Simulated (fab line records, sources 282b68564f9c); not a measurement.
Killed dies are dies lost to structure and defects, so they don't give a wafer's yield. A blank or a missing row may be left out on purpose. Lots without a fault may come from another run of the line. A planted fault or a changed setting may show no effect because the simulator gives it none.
fab line records | flow rit_cmos
record lots=7 wafers=21 last_day=8
route steps=202 shown NLDD@105 PLDD@114 M1@202
lots that met no fault: from a run of the same line without faults
start_h: hours from the record's first day to the start of the lot's first wafer shown | wait_h: hours since the lot's step before | " the same as in the row above | L1.1+2: a row that stands for several wafers | - no value, or no start given | * or withheld: withheld | < > ~ a bound
route shown NAME@n: a module of which the file shows steps, and the number in the route of the first | usual: mean/standard deviation of fault-free wafers | same: alike in all rows | chamber/n: place in a boat | sites: the reading at each site | _std_site: their standard deviation | _edge_site: outer sites' mean less inner sites' | radius_mm: how far each site lies from the wafer's centre | mask NAME#n: copy n | behind: the tool/chamber that last shaped the wafer | hold: why the lot was held/for how many hours/how that ended | device: the transistor (n, p or np) that didn't switch | end of line: the same wafers' tests at the end of the route | a step without rows: its recipe alone | killed: dies lost to structure and defects at the first sort, not the wafer's yield | map: a wafer's dies, x killed, . not, _ none there
set.NAME: the setting as run; set.NAME@STEP: as run at that earlier step | model.NAME: the simulator's own value behind a step, which no gauge read
lots at some steps of the route; a table a step, a row a wafer
services: from which hour (start_h, from the record's first day; less than 0 if before it) a tool's chamber was out of use, for how many hours, and why
## steps
# step RIT_NLDD_SOFTBAKE_02
# recipe resist=NOVOLAK temp_c=90 time_s=60
# step RIT_NLDD_EXPOSE_03
# recipe mask_id=M7 na=0.57 target_cd_nm=40700 dose_mj=250
# step RIT_NLDD_PEB_04
# recipe resist=NOVOLAK temp_c=withheld time_s=withheld
# step RIT_NLDD_DEVELOP_05
# recipe resist=NOVOLAK develop_time_s=50 dev_temp_c=23
# step RIT_NLDD_OVL_MEAS_06
# usual NLDD_OVL=1.1/1.4
# columns lot.wafer tool chamber start_h wait_h NLDD_OVL[nm]
L568.1 overlay-02 - 47.97 - -1.0
L568.3 " - " " 0.1
L568.5 " - " " -1.0
L571.2 overlay-01 - 62.20 - 1.8
L571.3 " - " " 2.3
L571.6 " - " " 1.6
L575.2 overlay-01 - 83.41 - 0.5
L575.3 " - " " 0.6
L575.4 " - " " 1.6
L576.1 overlay-01 - 86.95 - -1.0
L576.2 " - " " 0.6
L576.6 " - " " -1.3
L577.1 overlay-01 - 92.53 - -0.4
L577.4 " - " " 2.2
L577.6 " - " " 0.4
L581.1 overlay-01 - 112.22 - 1.0
L581.2 " - " " -1.4
L581.4 " - " " -0.5
L588.2 overlay-02 - 173.05 - 1.7
L588.4 " - " " 2.1
L588.5 " - " " 1.8
# step RIT_NLDD_HARDBAKE_07
# recipe resist=NOVOLAK temp_c=140 time_s=60
# step RIT_NLDD_IMPLANT_08
# recipe species=P energy_kev=20 dose_cm2=5e+14 tilt_deg=7
# step RIT_NLDD_STRIP_09
# recipe chemistry=O2 time_s=180 resist=NOVOLAK platen_temp_c=withheld power_w=500 pressure_mtorr=4000 o2_flow_sccm=4000
# usual drypump_motor_current_A=5.9/0.41
# columns lot.wafer tool chamber start_h wait_h drypump_motor_current_A rf_hours_counter_h
L568.1 plasma_asher-02 0 48.31 0.1 6.4 42
L568.3 " 0 " " 6.4 -
L568.5 " 0 " " 6.4 -
L571.2 plasma_asher-02 1 62.53 0.1 5.4 44
L571.3 " 0 " " 6.4 -
L571.6 " 1 " " 5.4 -
L575.2 plasma_asher-01 0 83.74 0.1 5.7 43
L575.3 " 1 " " 5.2 -
L575.4 " 0 " " 5.7 -
L576.1 plasma_asher-03 1 87.33 0.1 6.1 43
L576.2 " 0 " " 6.2 43
L576.6 " 1 " " 6.0 -
L577.1 plasma_asher-02 0 92.86 0.1 6.4 47
L577.4 " 1 " " 5.4 -
L577.6 " 0 " " 6.4 -
L581.1 plasma_asher-03 0 112.64 0.1 6.2 45
L581.2 " 1 " " 6.0 45
L581.4 " 1 " " 6.1 -
L588.2 plasma_asher-01 0 173.38 0.1 5.7 51
L588.4 " 0 " " 5.7 -
L588.5 " 0 " " 5.7 -
# step RIT_NLDD_TW_MEAS_10
# usual NLDD_TW=2504/14
# columns lot.wafer tool chamber start_h wait_h NLDD_TW
L568.1 film_metro-04 - 48.48 0.1 2519
L568.3 " - " " 2517
L568.5 " - " " 2520
L571.2 film_metro-01 - 62.72 0.1 2484
L571.3 " - " " 2494
L571.6 " - " " 2493
L575.2 film_metro-04 - 83.93 0.1 2514
L575.3 " - " " 2496
L575.4 " - " " 2507
L576.1 film_metro-02 - 87.50 0.1 2508
L576.2 " - " " 2506
L576.6 " - " " 2510
L577.1 film_metro-02 - 93.04 0.1 2501
L577.4 " - " " 2512
L577.6 " - " " 2513
L581.1 film_metro-02 - 112.81 0.1 2520
L581.2 " - " " 2519
L581.4 " - " " 2523
L588.2 film_metro-02 - 173.57 0.1 2507
L588.4 " - " " 2499
L588.5 " - " " 2509
# step RIT_PLDD_HMDS_00
# recipe prime_time_s=60 prime_temp_c=140
# step RIT_PLDD_COAT_01
# recipe resist=NOVOLAK spin_rpm=3250 resist_thk_nm=1000
# step RIT_PLDD_SOFTBAKE_02
# recipe resist=NOVOLAK temp_c=90 time_s=60
# step RIT_PLDD_EXPOSE_03
# recipe mask_id=M8 na=0.57 target_cd_nm=40900 dose_mj=250
# usual stage_vel_mm_s=499.98/0.22
# columns lot.wafer tool chamber start_h wait_h mask stage_vel_mm_s model.PLDD.overlay_x_nm
L568.1 iline_stepper-02 0 48.99 0.1 M8#0 499.94 0.4041
L568.3 " 0 " " M8#0 499.86 0.4041
L568.5 " 0 " " M8#0 500.05 0.4041
L571.2 iline_stepper-02 0 63.24 0.1 M8#0 500.19 -0.4071
L571.3 " 0 " " M8#0 500.14 -0.4071
L571.6 " 0 " " M8#0 500.01 -0.4071
L575.2 iline_stepper-02 0 84.57 0.2 M8#0 500.24 -150.4
L575.3 " 0 " " M8#0 500.39 -150.4
L575.4 " 0 " " M8#0 500.18 -150.4
L576.1 iline_stepper-02 0 88.01 0.1 M8#0 500.12 -152
L576.2 " 0 " " M8#0 500.15 -152
L576.6 " 0 " " M8#0 500.21 -152
L577.1 iline_stepper-02 0 93.55 0.1 M8#0 499.74 -149.3
L577.4 " 0 " " M8#0 500.13 -149.3
L577.6 " 0 " " M8#0 499.92 -149.3
L581.1 iline_stepper-01 0 113.68 0.2 M8#0 499.71 1.07
L581.2 " 0 " " M8#0 499.57 1.07
L581.4 " 0 " " M8#0 499.50 1.07
L588.2 iline_stepper-01 0 174.21 0.2 M8#0 499.94 -0.3113
L588.4 " 0 " " M8#0 499.92 -0.3113
L588.5 " 0 " " M8#0 499.94 -0.3113
# step RIT_PLDD_PEB_04
# recipe resist=NOVOLAK temp_c=withheld time_s=withheld
# step RIT_PLDD_DEVELOP_05
# recipe resist=NOVOLAK develop_time_s=50 dev_temp_c=23
# step RIT_PLDD_OVL_MEAS_06
# usual PLDD_OVL=0.4/1.6
# columns lot.wafer tool chamber start_h wait_h PLDD_OVL[nm]
L568.1 overlay-02 - 49.39 - 0.6
L568.3 " - " " 2.2
L568.5 " - " " 1.5
L571.2 overlay-01 - 63.62 - -0.3
L571.3 " - " " 0.5
L571.6 " - " " -1.1
L575.2 overlay-01 - 84.96 - -148.8
L575.3 " - " " -148.0
L575.4 " - " " -149.2
L576.1 overlay-02 - 88.41 - -152.2
L576.2 " - " " -151.5
L576.6 " - " " -151.3
L577.1 overlay-01 - 93.95 - -148.3
L577.4 " - " " -148.2
L577.6 " - " " -146.1
L581.1 overlay-02 - 114.12 - 1.2
L581.2 " - " " 0.6
L581.4 " - " " -1.8
L588.2 overlay-01 - 174.60 - -2.4
L588.4 " - " " 0.3
L588.5 " - " " -2.1
# step RIT_PLDD_HARDBAKE_07
# recipe resist=NOVOLAK temp_c=140 time_s=60
# step RIT_M1_PROBE_99
# usual killed_at_M0_to_M3=0.0/0.083 killed_at_contacts=0.1/0.25 killed_at_front_end=7/3.3 killed_dies=7/3.2 killed_open=3.6/2.2 killed_short=3.5/2
# same gross_dies=264 killed_at_M4_up=0 killed_at_back_side=0 killed_at_other=0
# columns lot.wafer tool chamber start_h wait_h killed_at_M0_to_M3 killed_at_contacts killed_at_front_end killed_dies killed_open killed_short model.etest.pldd.width_nm
L568.1 prober-01 - 63.63 0.1 0 0 1 1 0 1 3144
L568.3 prober-01 - 63.73 0.2 0 0 4 4 3 1 3148
L568.5 prober-01 - 63.83 0.2 0 1 7 8 2 6 3172
L571.2 prober-02 - 77.85 0.1 0 0 4 4 1 2 3152
L571.3 prober-02 - 77.90 0.2 1 0 6 7 5 2 3124
L571.6 prober-02 - 78.05 0.2 0 0 6 6 3 2 3147
L575.2 prober-02 - 99.40 0.1 0 0 9 9 7 2 3079
L575.3 prober-02 - 99.45 0.2 0 0 7 7 5 2 3072
L575.4 prober-02 - 99.50 0.2 0 0 5 5 3 2 3106
L576.1 prober-01 - 102.28 0.1 0 0 4 4 2 2 3092
L576.2 prober-01 - 102.33 0.1 0 0 9 9 5 4 3096
L576.6 prober-01 - 102.53 0.2 0 0 8 8 2 6 3084
L577.1 prober-02 - 109.34 0.1 0 0 8 8 3 5 3061
L577.4 prober-02 - 109.49 0.2 0 0 5 5 2 3 3055
L577.6 prober-02 - 109.59 0.2 0 0 9 9 4 5 3094
L581.1 prober-02 - 128.05 0.1 0 0 12 12 5 7 3152
L581.2 prober-02 - 128.10 0.1 0 0 6 6 3 3 3179
L581.4 prober-02 - 128.20 0.2 0 0 15 15 6 9 3149
L588.2 prober-01 - 189.38 0.1 0 0 6 6 6 0 3150
L588.4 prober-01 - 189.48 0.2 0 0 9 9 3 6 3169
L588.5 prober-01 - 189.53 0.2 0 0 13 13 6 7 3161
# killed by level:class
L568.1 REOX:geometric_particle:short=1
L568.3 GATE:geometric_particle:open=1 REOX:geometric_particle:open=1 SPACER:geometric_particle:short=1 SILICIDE:geometric_particle:open=1
L568.5 SPACER:geometric_particle:short=3 GATE:geometric_particle:short=1 GATE:geometric_particle:open=1 SPACER:geometric_particle:open=1 SILICIDE:geometric_particle:short=1 CONTACT:geometric_particle:short=1
L571.2 FOX2:geometric_particle:open=1 GATE:geometric_particle:short=1 SILICIDE:geometric_particle:short=1 ACTIVE:coat_microbubble_printed=1
L571.3 REOX:geometric_particle:short=2 SPACER:geometric_particle:open=2 FOX1:geometric_particle:open=1 FOX2:geometric_particle:open=1 M1:geometric_particle:open=1
L571.6 SPACER:geometric_particle:short=2 SPACER:geometric_particle:open=2 FOX1:geometric_particle:open=1 ACTIVE:coat_microbubble_printed=1
L575.2 GATE:geometric_particle:open=2 FOX1:geometric_particle:open=1 FOX2:geometric_particle:open=1 GATE:geometric_particle:short=1 REOX:geometric_particle:short=1 REOX:geometric_particle:open=1 SPACER:geometric_particle:open=1 SILICIDE:geometric_particle:open=1
L575.3 GATE:geometric_particle:open=4 FOX1:geometric_particle:open=1 GATE:geometric_particle:short=1 REOX:geometric_particle:short=1
L575.4 FOX1:geometric_particle:open=1 GATE:geometric_particle:open=1 GATE:geometric_particle:short=1 SPACER:geometric_particle:open=1 SILICIDE:geometric_particle:short=1
L576.1 FOX1:geometric_particle:short=1 FOX1:geometric_particle:open=1 SPACER:geometric_particle:open=1 SPACER:geometric_particle:short=1
L576.2 SILICIDE:geometric_particle:short=2 SILICIDE:geometric_particle:open=2 FOX1:geometric_particle:short=1 GATE:geometric_particle:open=1 REOX:geometric_particle:open=1 SPACER:geometric_particle:short=1 SPACER:geometric_particle:open=1
L576.6 GATE:geometric_particle:short=3 SPACER:geometric_particle:short=2 FOX2:geometric_particle:short=1 GATE:geometric_particle:open=1 SPACER:geometric_particle:open=1
L577.1 GATE:geometric_particle:short=4 FOX1:geometric_particle:open=2 FOX1:geometric_particle:short=1 GATE:geometric_particle:open=1
L577.4 GATE:geometric_particle:short=1 REOX:geometric_particle:open=1 SPACER:geometric_particle:short=1 SILICIDE:geometric_particle:short=1 SILICIDE:geometric_particle:open=1
L577.6 GATE:geometric_particle:short=3 GATE:geometric_particle:open=2 SPACER:geometric_particle:short=2 FOX1:geometric_particle:open=1 SPACER:geometric_particle:open=1
L581.1 GATE:geometric_particle:short=5 GATE:geometric_particle:open=4 REOX:geometric_particle:open=1 REOX:geometric_particle:short=1 SPACER:geometric_particle:short=1
L581.2 GATE:geometric_particle:open=3 SPACER:geometric_particle:short=2 GATE:geometric_particle:short=1
L581.4 GATE:geometric_particle:short=5 GATE:geometric_particle:open=5 REOX:geometric_particle:short=2 SPACER:geometric_particle:short=2 REOX:geometric_particle:open=1
L588.2 FOX1:geometric_particle:open=2 SPACER:geometric_particle:open=2 GATE:geometric_particle:open=1 REOX:geometric_particle:open=1
L588.4 GATE:geometric_particle:short=2 SILICIDE:geometric_particle:short=2 FOX1:geometric_particle:open=1 GATE:geometric_particle:open=1 REOX:geometric_particle:open=1 REOX:geometric_particle:short=1 SPACER:geometric_particle:short=1
L588.5 FOX1:geometric_particle:short=3 GATE:geometric_particle:open=3 SPACER:geometric_particle:short=2 SILICIDE:geometric_particle:open=2 FOX2:geometric_particle:short=1 REOX:geometric_particle:short=1 REOX:geometric_particle:open=1
## services
# columns tool chamber start_h hours kind
plasma_asher-03 - 41.29 28.1 pm
plasma_asher-02 - 57.74 2.3 repair
iline_stepper-02 - 66.17 2.1 pm
iline_stepper-02 - 68.25 - consumable_replace:lamp
iline_stepper-01 - 83.48 1.7 pm
iline_stepper-02 - 99.51 1.7 pm
plasma_asher-03 - 102.36 0.6 repair
plasma_asher-02 - 108.75 9.0 pm
plasma_asher-02 0 108.75 9.0 vent_cycle
plasma_asher-02 1 108.75 9.0 vent_cycle
plasma_asher-02 0 117.75 - clean
plasma_asher-02 1 117.75 - clean
## key
first_sign step=RIT_PLDD_OVL_MEAS_06 reading=PLDD_OVL direction=down sigmas=96 usual=0.4 struck=-149.3
effect none on later readings
model_effect step=RIT_PLDD_EXPOSE_03 value=PLDD.overlay_x_nm without=-0.5584 struck=-150.6
model_effect step=RIT_M1_PROBE_99 value=etest.pldd.width_nm without=3134 struck=3082
met_at RIT_PLDD_EXPOSE_03
struck_wafers L575.2,L575.3,L575.4,L576.1,L576.2,L576.6,L577.1,L577.4,L577.6
tester_left_out L575,L576,L577
onset_between 63.24 84.57
fault kind=scanner_matching_overlay tool=iline_stepper-02 chamber=- onset_h=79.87 steps=RIT_PLDD_EXPOSE_03 offset=-150
# tester_left_out: of these lots the tester's yield and bins aren't shown, on N5 and GAA mostly nor the transistor test; their killed dies are dies lost to structure and defects alone, not to doping, threshold or leakage, so they don't give the yield
